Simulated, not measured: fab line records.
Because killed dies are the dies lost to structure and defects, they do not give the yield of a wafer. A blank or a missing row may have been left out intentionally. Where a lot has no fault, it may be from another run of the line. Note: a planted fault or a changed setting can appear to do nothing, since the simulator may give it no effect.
fab line records :: flow berkeley-cmos170
record:
  lots: 14
  wafers: 42
  last-day: 12
route steps=331 shown ZERO@13 ACTIVE@73 PFIELD@85 M1@245
lots that met no fault: from a run of the same line without faults
start-h: hours from the record's first day to the start of the lot's first wafer shown :: wait-h: how many hours have passed since the lot's step before this one :: " unchanged from the row above :: L1.1+2: a row that stands for several wafers :: - no value, or no start was given :: * or withheld: withheld :: < > ~ a bound
route shown NAME@n: a module of which the file shows steps, and the number in the route of the first :: usual: the fault-free wafers' mean and standard deviation :: same: alike in all rows :: chamber/n: place in a boat :: sites: per-site readings :: _std_site: standard deviation of those values :: _edge_site: the outer-site mean with the inner-site mean subtracted :: radius-mm: for every site, how far away it sits from the centre of the wafer :: mask NAME#n: copy n :: behind: the last tool/chamber to shape the wafer :: hold: the reason the lot was held/the length of the hold in hours/how it ended :: device: whichever transistor did not switch (one of n, p or np) :: end of line: the same wafers' tests at the end of the route :: for a step that has no rows: nothing shown but its recipe :: killed: the dies lost at the first sort to structure and to defects; this is not the yield of the wafer :: map: per-die view of a wafer (x killed, . not killed, _ where there is no die)
set.NAME: the setting as run; set.NAME@STEP: as run at that earlier step :: model.NAME: the simulator's own value behind a step, which no gauge read
route steps across a sampled set of lots; one table per step, one row per wafer
services: when a tool's chamber went out of use (start-h, in hours from the record's first day, below 0 if earlier), for how many hours, and the reason
== steps ==
step: UCB170_ZERO_STRIP_07
recipe:
  chemistry: O2
  power-w: 400
  pressure-mtorr: 3500
  platen-temp-c: withheld
  o2-flow-sccm: 400
  overash-fraction: 0.5
usual:
  drypump-motor-current-A: 5.8/0.56
  oes-product-au: 0.727/0.0045
  strip-time-to-endpoint-s: 21.47/0.055
lot.wafer: L194.3
tool: plasma-asher-03
chamber: 0
start-h: 25.08
wait-h: 0.0
drypump-motor-current-A: 5.1
oes-product-au: 0.728
rf-hours-counter-h: -
strip-time-to-endpoint-s: 21.44

lot.wafer: L194.4
tool: plasma-asher-03
chamber: 1
start-h: 25.08
wait-h: 0.0
drypump-motor-current-A: 6.7
oes-product-au: 0.722
rf-hours-counter-h: -
strip-time-to-endpoint-s: 21.49

lot.wafer: L194.5
tool: plasma-asher-03
chamber: 0
start-h: 25.08
wait-h: 0.0
drypump-motor-current-A: 5.1
oes-product-au: 0.722
rf-hours-counter-h: -
strip-time-to-endpoint-s: 21.48

lot.wafer: L195.1
tool: plasma-asher-04
chamber: 1
start-h: 30.74
wait-h: 0.0
drypump-motor-current-A: 6.0
oes-product-au: 0.730
rf-hours-counter-h: 30
strip-time-to-endpoint-s: 21.48

lot.wafer: L195.3
tool: plasma-asher-04
chamber: 0
start-h: 30.74
wait-h: 0.0
drypump-motor-current-A: 6.4
oes-product-au: 0.729
rf-hours-counter-h: -
strip-time-to-endpoint-s: 21.39

lot.wafer: L195.5
tool: plasma-asher-04
chamber: 0
start-h: 30.74
wait-h: 0.0
drypump-motor-current-A: 6.4
oes-product-au: 0.731
rf-hours-counter-h: -
strip-time-to-endpoint-s: 21.40

lot.wafer: L196.1
tool: plasma-asher-01
chamber: 1
start-h: 36.19
wait-h: 0.0
drypump-motor-current-A: 5.2
oes-product-au: 0.727
rf-hours-counter-h: 33
strip-time-to-endpoint-s: 21.50

lot.wafer: L196.2
tool: plasma-asher-01
chamber: 0
start-h: 36.19
wait-h: 0.0
drypump-motor-current-A: 5.5
oes-product-au: 0.721
rf-hours-counter-h: 33
strip-time-to-endpoint-s: 21.52

lot.wafer: L196.4
tool: plasma-asher-01
chamber: 1
start-h: 36.19
wait-h: 0.0
drypump-motor-current-A: 5.2
oes-product-au: 0.726
rf-hours-counter-h: -
strip-time-to-endpoint-s: 21.49

lot.wafer: L198.2
tool: plasma-asher-01
chamber: 0
start-h: 45.37
wait-h: 0.0
drypump-motor-current-A: 5.5
oes-product-au: 0.734
rf-hours-counter-h: 34
strip-time-to-endpoint-s: 21.52

lot.wafer: L198.4
tool: plasma-asher-01
chamber: 1
start-h: 45.37
wait-h: 0.0
drypump-motor-current-A: 5.2
oes-product-au: 0.728
rf-hours-counter-h: -
strip-time-to-endpoint-s: 21.50

lot.wafer: L198.5
tool: plasma-asher-01
chamber: 1
start-h: 45.37
wait-h: 0.0
drypump-motor-current-A: 5.2
oes-product-au: 0.735
rf-hours-counter-h: -
strip-time-to-endpoint-s: 21.45

lot.wafer: L199.4
tool: plasma-asher-03
chamber: 0
start-h: 50.46
wait-h: 0.0
drypump-motor-current-A: 5.1
oes-product-au: 0.730
rf-hours-counter-h: -
strip-time-to-endpoint-s: 21.47

lot.wafer: L199.5
tool: plasma-asher-03
chamber: 1
start-h: 50.46
wait-h: 0.0
drypump-motor-current-A: 6.7
oes-product-au: 0.728
rf-hours-counter-h: -
strip-time-to-endpoint-s: 21.50

lot.wafer: L199.6
tool: plasma-asher-03
chamber: 0
start-h: 50.46
wait-h: 0.0
drypump-motor-current-A: 5.1
oes-product-au: 0.725
rf-hours-counter-h: -
strip-time-to-endpoint-s: 21.43

lot.wafer: L200.1
tool: plasma-asher-03
chamber: 0
start-h: 52.11
wait-h: 0.0
drypump-motor-current-A: 5.2
oes-product-au: 0.730
rf-hours-counter-h: 33
strip-time-to-endpoint-s: 21.50

lot.wafer: L200.5
tool: plasma-asher-03
chamber: 1
start-h: 52.11
wait-h: 0.0
drypump-motor-current-A: 6.7
oes-product-au: 0.727
rf-hours-counter-h: -
strip-time-to-endpoint-s: 21.46

lot.wafer: L200.6
tool: plasma-asher-03
chamber: 0
start-h: 52.11
wait-h: 0.0
drypump-motor-current-A: 5.1
oes-product-au: 0.726
rf-hours-counter-h: -
strip-time-to-endpoint-s: 21.47

lot.wafer: L205.2
tool: plasma-asher-04
chamber: 1
start-h: 79.24
wait-h: 0.0
drypump-motor-current-A: 6.1
oes-product-au: 0.722
rf-hours-counter-h: 36
strip-time-to-endpoint-s: 21.44

lot.wafer: L205.4
tool: plasma-asher-04
chamber: 1
start-h: 79.24
wait-h: 0.0
drypump-motor-current-A: 6.1
oes-product-au: 0.722
rf-hours-counter-h: -
strip-time-to-endpoint-s: 21.50

lot.wafer: L205.6
tool: plasma-asher-04
chamber: 1
start-h: 79.24
wait-h: 0.0
drypump-motor-current-A: 6.1
oes-product-au: 0.731
rf-hours-counter-h: -
strip-time-to-endpoint-s: 21.50

lot.wafer: L206.1
tool: plasma-asher-04
chamber: 1
start-h: 80.00
wait-h: 0.0
drypump-motor-current-A: 6.0
oes-product-au: 0.718
rf-hours-counter-h: 36
strip-time-to-endpoint-s: 21.44

lot.wafer: L206.3
tool: plasma-asher-04
chamber: 1
start-h: 80.00
wait-h: 0.0
drypump-motor-current-A: 6.1
oes-product-au: 0.726
rf-hours-counter-h: -
strip-time-to-endpoint-s: 21.48

lot.wafer: L206.6
tool: plasma-asher-04
chamber: 1
start-h: 80.00
wait-h: 0.0
drypump-motor-current-A: 6.1
oes-product-au: 0.718
rf-hours-counter-h: -
strip-time-to-endpoint-s: 21.51

lot.wafer: L209.2
tool: plasma-asher-01
chamber: 0
start-h: 99.60
wait-h: 0.0
drypump-motor-current-A: 5.5
oes-product-au: 0.733
rf-hours-counter-h: 41
strip-time-to-endpoint-s: 21.53

lot.wafer: L209.4
tool: plasma-asher-01
chamber: 1
start-h: 99.60
wait-h: 0.0
drypump-motor-current-A: 5.2
oes-product-au: 0.721
rf-hours-counter-h: -
strip-time-to-endpoint-s: 21.51

lot.wafer: L209.5
tool: plasma-asher-01
chamber: 1
start-h: 99.60
wait-h: 0.0
drypump-motor-current-A: 5.2
oes-product-au: 0.731
rf-hours-counter-h: -
strip-time-to-endpoint-s: 21.47

lot.wafer: L210.2
tool: plasma-asher-01
chamber: 1
start-h: 101.32
wait-h: 0.0
drypump-motor-current-A: 5.2
oes-product-au: 0.728
rf-hours-counter-h: 41
strip-time-to-endpoint-s: 21.41

lot.wafer: L210.3
tool: plasma-asher-01
chamber: 0
start-h: 101.32
wait-h: 0.0
drypump-motor-current-A: 5.5
oes-product-au: 0.726
rf-hours-counter-h: -
strip-time-to-endpoint-s: 21.40

lot.wafer: L210.6
tool: plasma-asher-01
chamber: 0
start-h: 101.32
wait-h: 0.0
drypump-motor-current-A: 5.5
oes-product-au: 0.726
rf-hours-counter-h: -
strip-time-to-endpoint-s: 21.45

lot.wafer: L211.1
tool: plasma-asher-01
chamber: 0
start-h: 108.06
wait-h: 0.0
drypump-motor-current-A: 5.5
oes-product-au: 0.731
rf-hours-counter-h: 42
strip-time-to-endpoint-s: 21.56

lot.wafer: L211.2
tool: plasma-asher-01
chamber: 1
start-h: 108.06
wait-h: 0.0
drypump-motor-current-A: 5.2
oes-product-au: 0.729
rf-hours-counter-h: 42
strip-time-to-endpoint-s: 21.51

lot.wafer: L211.6
tool: plasma-asher-01
chamber: 1
start-h: 108.06
wait-h: 0.0
drypump-motor-current-A: 5.2
oes-product-au: 0.726
rf-hours-counter-h: -
strip-time-to-endpoint-s: 21.51

lot.wafer: L212.3
tool: plasma-asher-01
chamber: 0
start-h: 110.65
wait-h: 0.0
drypump-motor-current-A: 5.5
oes-product-au: 0.729
rf-hours-counter-h: -
strip-time-to-endpoint-s: 21.46

lot.wafer: L212.4
tool: plasma-asher-01
chamber: 1
start-h: 110.65
wait-h: 0.0
drypump-motor-current-A: 5.2
oes-product-au: 0.731
rf-hours-counter-h: -
strip-time-to-endpoint-s: 21.42

lot.wafer: L212.6
tool: plasma-asher-01
chamber: 0
start-h: 110.65
wait-h: 0.0
drypump-motor-current-A: 5.5
oes-product-au: 0.727
rf-hours-counter-h: -
strip-time-to-endpoint-s: 21.47

lot.wafer: L215.1
tool: plasma-asher-04
chamber: 1
start-h: 128.79
wait-h: 0.0
drypump-motor-current-A: 6.1
oes-product-au: 0.733
rf-hours-counter-h: 2
strip-time-to-endpoint-s: 21.41

lot.wafer: L215.3
tool: plasma-asher-04
chamber: 0
start-h: 128.79
wait-h: 0.0
drypump-motor-current-A: 6.4
oes-product-au: 0.723
rf-hours-counter-h: -
strip-time-to-endpoint-s: 21.43

lot.wafer: L215.5
tool: plasma-asher-04
chamber: 1
start-h: 128.79
wait-h: 0.0
drypump-motor-current-A: 6.1
oes-product-au: 0.735
rf-hours-counter-h: -
strip-time-to-endpoint-s: 21.38

lot.wafer: L216.1
tool: plasma-asher-04
chamber: 1
start-h: 133.10
wait-h: 0.0
drypump-motor-current-A: 6.1
oes-product-au: 0.724
rf-hours-counter-h: 2
strip-time-to-endpoint-s: 21.49

lot.wafer: L216.2
tool: plasma-asher-04
chamber: 0
start-h: 133.10
wait-h: 0.0
drypump-motor-current-A: 6.4
oes-product-au: 0.722
rf-hours-counter-h: 2
strip-time-to-endpoint-s: 21.45

lot.wafer: L216.4
tool: plasma-asher-04
chamber: 1
start-h: 133.10
wait-h: 0.0
drypump-motor-current-A: 6.0
oes-product-au: 0.727
rf-hours-counter-h: -
strip-time-to-endpoint-s: 21.45
step: UCB170_ACTIVE_CD_MEAS_13
recipe:
  target-cd-nm: 1200
usual:
  cd-nm: 1200.3/1.3
lot.wafer: L194.3
tool: cd-sem-01
chamber: -
start-h: 75.10
wait-h: -
cd-nm: 1199.4

lot.wafer: L194.4
tool: cd-sem-01
chamber: -
start-h: 75.10
wait-h: -
cd-nm: 1199.7

lot.wafer: L194.5
tool: cd-sem-01
chamber: -
start-h: 75.10
wait-h: -
cd-nm: 1198.9

lot.wafer: L196.1
tool: cd-sem-02
chamber: -
start-h: 94.59
wait-h: -
cd-nm: 1199.5

lot.wafer: L196.2
tool: cd-sem-02
chamber: -
start-h: 94.59
wait-h: -
cd-nm: 1200.2

lot.wafer: L196.4
tool: cd-sem-02
chamber: -
start-h: 94.59
wait-h: -
cd-nm: 1199.1

lot.wafer: L195.1
tool: cd-sem-01
chamber: -
start-h: 94.86
wait-h: -
cd-nm: 1197.5

lot.wafer: L195.3
tool: cd-sem-01
chamber: -
start-h: 94.86
wait-h: -
cd-nm: 1198.3

lot.wafer: L195.5
tool: cd-sem-01
chamber: -
start-h: 94.86
wait-h: -
cd-nm: 1199.1

lot.wafer: L199.4
tool: cd-sem-02
chamber: -
start-h: 101.51
wait-h: -
cd-nm: 1201.6

lot.wafer: L199.5
tool: cd-sem-02
chamber: -
start-h: 101.51
wait-h: -
cd-nm: 1200.9

lot.wafer: L199.6
tool: cd-sem-02
chamber: -
start-h: 101.51
wait-h: -
cd-nm: 1201.2

lot.wafer: L198.2
tool: cd-sem-01
chamber: -
start-h: 101.60
wait-h: -
cd-nm: 1201.9

lot.wafer: L198.4
tool: cd-sem-01
chamber: -
start-h: 101.60
wait-h: -
cd-nm: 1200.9

lot.wafer: L198.5
tool: cd-sem-01
chamber: -
start-h: 101.60
wait-h: -
cd-nm: 1200.2

lot.wafer: L200.1
tool: cd-sem-02
chamber: -
start-h: 101.69
wait-h: -
cd-nm: 1200.5

lot.wafer: L200.5
tool: cd-sem-02
chamber: -
start-h: 101.69
wait-h: -
cd-nm: 1202.1

lot.wafer: L200.6
tool: cd-sem-02
chamber: -
start-h: 101.69
wait-h: -
cd-nm: 1202.3

lot.wafer: L206.1
tool: cd-sem-01
chamber: -
start-h: 133.91
wait-h: -
cd-nm: 1200.7

lot.wafer: L206.3
tool: cd-sem-01
chamber: -
start-h: 133.91
wait-h: -
cd-nm: 1199.2

lot.wafer: L206.6
tool: cd-sem-01
chamber: -
start-h: 133.91
wait-h: -
cd-nm: 1200.6

lot.wafer: L205.2
tool: cd-sem-02
chamber: -
start-h: 133.98
wait-h: -
cd-nm: 1201.4

lot.wafer: L205.4
tool: cd-sem-02
chamber: -
start-h: 133.98
wait-h: -
cd-nm: 1200.6

lot.wafer: L205.6
tool: cd-sem-02
chamber: -
start-h: 133.98
wait-h: -
cd-nm: 1200.4

lot.wafer: L210.2
tool: cd-sem-01
chamber: -
start-h: 151.50
wait-h: -
cd-nm: 1201.5

lot.wafer: L210.3
tool: cd-sem-01
chamber: -
start-h: 151.50
wait-h: -
cd-nm: 1201.9

lot.wafer: L210.6
tool: cd-sem-01
chamber: -
start-h: 151.50
wait-h: -
cd-nm: 1202.0

lot.wafer: L209.2
tool: cd-sem-02
chamber: -
start-h: 151.75
wait-h: -
cd-nm: 1199.1

lot.wafer: L209.4
tool: cd-sem-02
chamber: -
start-h: 151.75
wait-h: -
cd-nm: 1200.2

lot.wafer: L209.5
tool: cd-sem-02
chamber: -
start-h: 151.75
wait-h: -
cd-nm: 1198.5

lot.wafer: L211.1
tool: cd-sem-02
chamber: -
start-h: 166.13
wait-h: -
cd-nm: 1198.8

lot.wafer: L211.2
tool: cd-sem-02
chamber: -
start-h: 166.13
wait-h: -
cd-nm: 1199.5

lot.wafer: L211.6
tool: cd-sem-02
chamber: -
start-h: 166.13
wait-h: -
cd-nm: 1199.8

lot.wafer: L212.3
tool: cd-sem-02
chamber: -
start-h: 166.35
wait-h: -
cd-nm: 1200.4

lot.wafer: L212.4
tool: cd-sem-02
chamber: -
start-h: 166.35
wait-h: -
cd-nm: 1199.7

lot.wafer: L212.6
tool: cd-sem-02
chamber: -
start-h: 166.35
wait-h: -
cd-nm: 1200.1

lot.wafer: L216.1
tool: cd-sem-02
chamber: -
start-h: 183.59
wait-h: -
cd-nm: 1199.6

lot.wafer: L216.2
tool: cd-sem-02
chamber: -
start-h: 183.59
wait-h: -
cd-nm: 1198.8

lot.wafer: L216.4
tool: cd-sem-02
chamber: -
start-h: 183.59
wait-h: -
cd-nm: 1198.9

lot.wafer: L215.1
tool: cd-sem-01
chamber: -
start-h: 183.83
wait-h: -
cd-nm: 1200.8

lot.wafer: L215.3
tool: cd-sem-01
chamber: -
start-h: 183.83
wait-h: -
cd-nm: 1199.8

lot.wafer: L215.5
tool: cd-sem-01
chamber: -
start-h: 183.83
wait-h: -
cd-nm: 1201.9
step: UCB170_PFIELD_OVL_MEAS_06
usual:
  PFIELD_OVL: -1/4.4
lot.wafer: L194.3
tool: overlay-02
chamber: -
start-h: 77.81
wait-h: -
PFIELD_OVL[nm]: -1

lot.wafer: L194.4
tool: overlay-02
chamber: -
start-h: 77.81
wait-h: -
PFIELD_OVL[nm]: -6

lot.wafer: L194.5
tool: overlay-02
chamber: -
start-h: 77.81
wait-h: -
PFIELD_OVL[nm]: -3

lot.wafer: L196.1
tool: overlay-01
chamber: -
start-h: 97.30
wait-h: -
PFIELD_OVL[nm]: -6

lot.wafer: L196.2
tool: overlay-01
chamber: -
start-h: 97.30
wait-h: -
PFIELD_OVL[nm]: -2

lot.wafer: L196.4
tool: overlay-01
chamber: -
start-h: 97.30
wait-h: -
PFIELD_OVL[nm]: 0

lot.wafer: L195.1
tool: overlay-02
chamber: -
start-h: 97.31
wait-h: -
PFIELD_OVL[nm]: 6

lot.wafer: L195.3
tool: overlay-02
chamber: -
start-h: 97.31
wait-h: -
PFIELD_OVL[nm]: 7

lot.wafer: L195.5
tool: overlay-02
chamber: -
start-h: 97.31
wait-h: -
PFIELD_OVL[nm]: 7

lot.wafer: L198.2
tool: overlay-02
chamber: -
start-h: 106.22
wait-h: -
PFIELD_OVL[nm]: 1

lot.wafer: L198.4
tool: overlay-02
chamber: -
start-h: 106.22
wait-h: -
PFIELD_OVL[nm]: -4

lot.wafer: L198.5
tool: overlay-02
chamber: -
start-h: 106.22
wait-h: -
PFIELD_OVL[nm]: -3

lot.wafer: L200.1
tool: overlay-02
chamber: -
start-h: 107.04
wait-h: -
PFIELD_OVL[nm]: 4

lot.wafer: L200.5
tool: overlay-02
chamber: -
start-h: 107.04
wait-h: -
PFIELD_OVL[nm]: 5

lot.wafer: L200.6
tool: overlay-02
chamber: -
start-h: 107.04
wait-h: -
PFIELD_OVL[nm]: 4

lot.wafer: L199.4
tool: overlay-01
chamber: -
start-h: 107.33
wait-h: -
PFIELD_OVL[nm]: 3

lot.wafer: L199.5
tool: overlay-01
chamber: -
start-h: 107.33
wait-h: -
PFIELD_OVL[nm]: 2

lot.wafer: L199.6
tool: overlay-01
chamber: -
start-h: 107.33
wait-h: -
PFIELD_OVL[nm]: 4

lot.wafer: L206.1
tool: overlay-01
chamber: -
start-h: 135.89
wait-h: -
PFIELD_OVL[nm]: -9

lot.wafer: L206.3
tool: overlay-01
chamber: -
start-h: 135.89
wait-h: -
PFIELD_OVL[nm]: -7

lot.wafer: L206.6
tool: overlay-01
chamber: -
start-h: 135.89
wait-h: -
PFIELD_OVL[nm]: -2

lot.wafer: L205.2
tool: overlay-01
chamber: -
start-h: 136.16
wait-h: -
PFIELD_OVL[nm]: -2

lot.wafer: L205.4
tool: overlay-01
chamber: -
start-h: 136.16
wait-h: -
PFIELD_OVL[nm]: -4

lot.wafer: L205.6
tool: overlay-01
chamber: -
start-h: 136.16
wait-h: -
PFIELD_OVL[nm]: -10

lot.wafer: L210.2
tool: overlay-01
chamber: -
start-h: 154.46
wait-h: -
PFIELD_OVL[nm]: 0

lot.wafer: L210.3
tool: overlay-01
chamber: -
start-h: 154.46
wait-h: -
PFIELD_OVL[nm]: 0

lot.wafer: L210.6
tool: overlay-01
chamber: -
start-h: 154.46
wait-h: -
PFIELD_OVL[nm]: 3

lot.wafer: L209.2
tool: overlay-02
chamber: -
start-h: 154.60
wait-h: -
PFIELD_OVL[nm]: 2

lot.wafer: L209.4
tool: overlay-02
chamber: -
start-h: 154.60
wait-h: -
PFIELD_OVL[nm]: -3

lot.wafer: L209.5
tool: overlay-02
chamber: -
start-h: 154.60
wait-h: -
PFIELD_OVL[nm]: 1

lot.wafer: L211.1
tool: overlay-02
chamber: -
start-h: 168.32
wait-h: -
PFIELD_OVL[nm]: -6

lot.wafer: L211.2
tool: overlay-02
chamber: -
start-h: 168.32
wait-h: -
PFIELD_OVL[nm]: -6

lot.wafer: L211.6
tool: overlay-02
chamber: -
start-h: 168.32
wait-h: -
PFIELD_OVL[nm]: -2

lot.wafer: L212.3
tool: overlay-01
chamber: -
start-h: 168.61
wait-h: -
PFIELD_OVL[nm]: -6

lot.wafer: L212.4
tool: overlay-01
chamber: -
start-h: 168.61
wait-h: -
PFIELD_OVL[nm]: -5

lot.wafer: L212.6
tool: overlay-01
chamber: -
start-h: 168.61
wait-h: -
PFIELD_OVL[nm]: -6

lot.wafer: L216.1
tool: overlay-01
chamber: -
start-h: 185.31
wait-h: -
PFIELD_OVL[nm]: -3

lot.wafer: L216.2
tool: overlay-01
chamber: -
start-h: 185.31
wait-h: -
PFIELD_OVL[nm]: 5

lot.wafer: L216.4
tool: overlay-01
chamber: -
start-h: 185.31
wait-h: -
PFIELD_OVL[nm]: -6

lot.wafer: L215.1
tool: overlay-02
chamber: -
start-h: 185.57
wait-h: -
PFIELD_OVL[nm]: -1

lot.wafer: L215.3
tool: overlay-02
chamber: -
start-h: 185.57
wait-h: -
PFIELD_OVL[nm]: -2

lot.wafer: L215.5
tool: overlay-02
chamber: -
start-h: 185.57
wait-h: -
PFIELD_OVL[nm]: -8
step: UCB170_M1_PEB_07
recipe:
  peb-temp-c: 130
  peb-time-s: withheld
  resist: KrF
usual:
  chill-plate-temp-C: 22.99/0.1
  exhaust-pa: 44.9/0.87
lot.wafer: L194.3
tool: litho-track-04
chamber: 0
start-h: 138.35
wait-h: 0.1
chill-plate-temp-C: 22.91
exhaust-pa: 46.8

lot.wafer: L194.4
tool: litho-track-04
chamber: 0
start-h: 138.35
wait-h: 0.1
chill-plate-temp-C: 22.94
exhaust-pa: 45.6

lot.wafer: L194.5
tool: litho-track-04
chamber: 0
start-h: 138.35
wait-h: 0.1
chill-plate-temp-C: 22.93
exhaust-pa: 46.0

lot.wafer: L196.1
tool: litho-track-03
chamber: 0
start-h: 157.26
wait-h: 0.1
chill-plate-temp-C: 22.98
exhaust-pa: 43.7

lot.wafer: L196.2
tool: litho-track-03
chamber: 0
start-h: 157.26
wait-h: 0.1
chill-plate-temp-C: 23.08
exhaust-pa: 43.7

lot.wafer: L196.4
tool: litho-track-03
chamber: 0
start-h: 157.26
wait-h: 0.1
chill-plate-temp-C: 22.91
exhaust-pa: 44.3

lot.wafer: L195.1
tool: litho-track-02
chamber: 0
start-h: 158.71
wait-h: 0.1
chill-plate-temp-C: 22.90
exhaust-pa: 45.2

lot.wafer: L195.3
tool: litho-track-02
chamber: 0
start-h: 158.71
wait-h: 0.1
chill-plate-temp-C: 22.92
exhaust-pa: 45.7

lot.wafer: L195.5
tool: litho-track-02
chamber: 0
start-h: 158.71
wait-h: 0.1
chill-plate-temp-C: 22.99
exhaust-pa: 44.8

lot.wafer: L200.1
tool: litho-track-04
chamber: 0
start-h: 163.56
wait-h: 0.1
chill-plate-temp-C: 23.10
exhaust-pa: 46.2

lot.wafer: L200.5
tool: litho-track-04
chamber: 0
start-h: 163.56
wait-h: 0.1
chill-plate-temp-C: 23.03
exhaust-pa: 43.5

lot.wafer: L200.6
tool: litho-track-04
chamber: 0
start-h: 163.56
wait-h: 0.1
chill-plate-temp-C: 22.98
exhaust-pa: 44.7

lot.wafer: L198.2
tool: litho-track-03
chamber: 0
start-h: 164.03
wait-h: 0.1
chill-plate-temp-C: 23.13
exhaust-pa: 45.0

lot.wafer: L198.4
tool: litho-track-03
chamber: 0
start-h: 164.03
wait-h: 0.1
chill-plate-temp-C: 22.95
exhaust-pa: 44.7

lot.wafer: L198.5
tool: litho-track-03
chamber: 0
start-h: 164.03
wait-h: 0.1
chill-plate-temp-C: 23.26
exhaust-pa: 44.9

lot.wafer: L199.4
tool: litho-track-02
chamber: 0
start-h: 166.04
wait-h: 0.3
chill-plate-temp-C: 23.02
exhaust-pa: 45.4

lot.wafer: L199.5
tool: litho-track-02
chamber: 0
start-h: 166.04
wait-h: 0.3
chill-plate-temp-C: 22.96
exhaust-pa: 45.6

lot.wafer: L199.6
tool: litho-track-02
chamber: 0
start-h: 166.04
wait-h: 0.3
chill-plate-temp-C: 22.92
exhaust-pa: 44.4

lot.wafer: L205.2
tool: litho-track-04
chamber: -
start-h: 203.21
wait-h: 0.1
chill-plate-temp-C: -
exhaust-pa: -

lot.wafer: L205.4
tool: litho-track-04
chamber: -
start-h: 203.21
wait-h: 0.1
chill-plate-temp-C: -
exhaust-pa: -

lot.wafer: L205.6
tool: litho-track-04
chamber: -
start-h: 203.21
wait-h: 0.1
chill-plate-temp-C: -
exhaust-pa: -

lot.wafer: L206.1
tool: litho-track-04
chamber: -
start-h: 203.85
wait-h: 0.1
chill-plate-temp-C: -
exhaust-pa: -

lot.wafer: L206.3
tool: litho-track-04
chamber: -
start-h: 203.85
wait-h: 0.1
chill-plate-temp-C: -
exhaust-pa: -

lot.wafer: L206.6
tool: litho-track-04
chamber: -
start-h: 203.85
wait-h: 0.1
chill-plate-temp-C: -
exhaust-pa: -

lot.wafer: L210.2
tool: litho-track-04
chamber: 0
start-h: 215.96
wait-h: 0.1
chill-plate-temp-C: 22.84
exhaust-pa: 43.6

lot.wafer: L210.3
tool: litho-track-04
chamber: 0
start-h: 215.96
wait-h: 0.1
chill-plate-temp-C: 22.89
exhaust-pa: 44.2

lot.wafer: L210.6
tool: litho-track-04
chamber: 0
start-h: 215.96
wait-h: 0.1
chill-plate-temp-C: 22.86
exhaust-pa: 45.0

lot.wafer: L209.2
tool: litho-track-04
chamber: 0
start-h: 220.18
wait-h: 0.1
chill-plate-temp-C: 23.16
exhaust-pa: 45.4

lot.wafer: L209.4
tool: litho-track-04
chamber: 0
start-h: 220.18
wait-h: 0.1
chill-plate-temp-C: 23.04
exhaust-pa: 46.5

lot.wafer: L209.5
tool: litho-track-04
chamber: 0
start-h: 220.18
wait-h: 0.1
chill-plate-temp-C: 23.04
exhaust-pa: 45.3

lot.wafer: L212.3
tool: litho-track-04
chamber: 0
start-h: 233.45
wait-h: 0.1
chill-plate-temp-C: 23.09
exhaust-pa: 45.8

lot.wafer: L212.4
tool: litho-track-04
chamber: 0
start-h: 233.45
wait-h: 0.1
chill-plate-temp-C: 23.03
exhaust-pa: 43.9

lot.wafer: L212.6
tool: litho-track-04
chamber: 0
start-h: 233.45
wait-h: 0.1
chill-plate-temp-C: 23.01
exhaust-pa: 44.3

lot.wafer: L211.1
tool: litho-track-03
chamber: 0
start-h: 240.94
wait-h: 0.1
chill-plate-temp-C: 22.94
exhaust-pa: 44.8

lot.wafer: L211.2
tool: litho-track-03
chamber: 0
start-h: 240.94
wait-h: 0.1
chill-plate-temp-C: 22.91
exhaust-pa: 45.8

lot.wafer: L211.6
tool: litho-track-03
chamber: 0
start-h: 240.94
wait-h: 0.1
chill-plate-temp-C: 22.83
exhaust-pa: 44.3

lot.wafer: L215.1
tool: litho-track-03
chamber: 0
start-h: 257.91
wait-h: 0.1
chill-plate-temp-C: 22.92
exhaust-pa: 46.9

lot.wafer: L215.3
tool: litho-track-03
chamber: 0
start-h: 257.91
wait-h: 0.1
chill-plate-temp-C: 22.87
exhaust-pa: 46.5

lot.wafer: L215.5
tool: litho-track-03
chamber: 0
start-h: 257.91
wait-h: 0.1
chill-plate-temp-C: 22.84
exhaust-pa: 45.0

lot.wafer: L216.1
tool: litho-track-02
chamber: 0
start-h: 258.29
wait-h: 0.1
chill-plate-temp-C: 22.99
exhaust-pa: 44.6

lot.wafer: L216.2
tool: litho-track-02
chamber: 0
start-h: 258.29
wait-h: 0.1
chill-plate-temp-C: 23.09
exhaust-pa: 45.0

lot.wafer: L216.4
tool: litho-track-02
chamber: 0
start-h: 258.29
wait-h: 0.1
chill-plate-temp-C: 23.20
exhaust-pa: 44.7
== services ==
tool: plasma-asher-01
chamber: -
start-h: 39.98
hours: 3.7
kind: repair

tool: plasma-asher-03
chamber: -
start-h: 85.44
hours: 1.3
kind: repair

tool: plasma-asher-03
chamber: -
start-h: 89.24
hours: 13.3
kind: repair

tool: plasma-asher-04
chamber: -
start-h: 108.75
hours: 9.0
kind: pm

tool: plasma-asher-04
chamber: 0
start-h: 108.75
hours: 9.0
kind: vent-cycle

tool: plasma-asher-04
chamber: 1
start-h: 108.75
hours: 9.0
kind: vent-cycle

tool: plasma-asher-04
chamber: 0
start-h: 117.75
hours: -
kind: clean

tool: plasma-asher-04
chamber: 1
start-h: 117.75
hours: -
kind: clean
== key ==
first-sign:
  step: UCB170_M1_PEB_07
  reading: tool-record
  direction: missing
effect none on later readings
met-at UCB170_M1_PEB_07
struck-lots L205,L206
later-rows-left-out L205.2,L205.4,L205.6,L206.1,L206.3,L206.6
sort-left-out L205.2,L205.4,L205.6,L206.1,L206.3,L206.6
not-acting-at UCB170_ZERO_STRIP_07,UCB170_ACTIVE_CD_MEAS_13,UCB170_PFIELD_OVL_MEAS_06
onset-between 163.56 203.21
fault:
  kind: skipped-step-whole
  tool: litho-track-04
  chamber: -
  onset-h: 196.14
  steps: UCB170_M1_PEB_07
  scope: struck-lots-only
sort-left-out: the simulated sort isn't trusted on such a fault, so these wafers' sort isn't shown, and their yield isn't known
later-rows-left-out: the simulator's readings of these wafers behind a module that went badly wrong aren't trusted and aren't shown, but for the sort
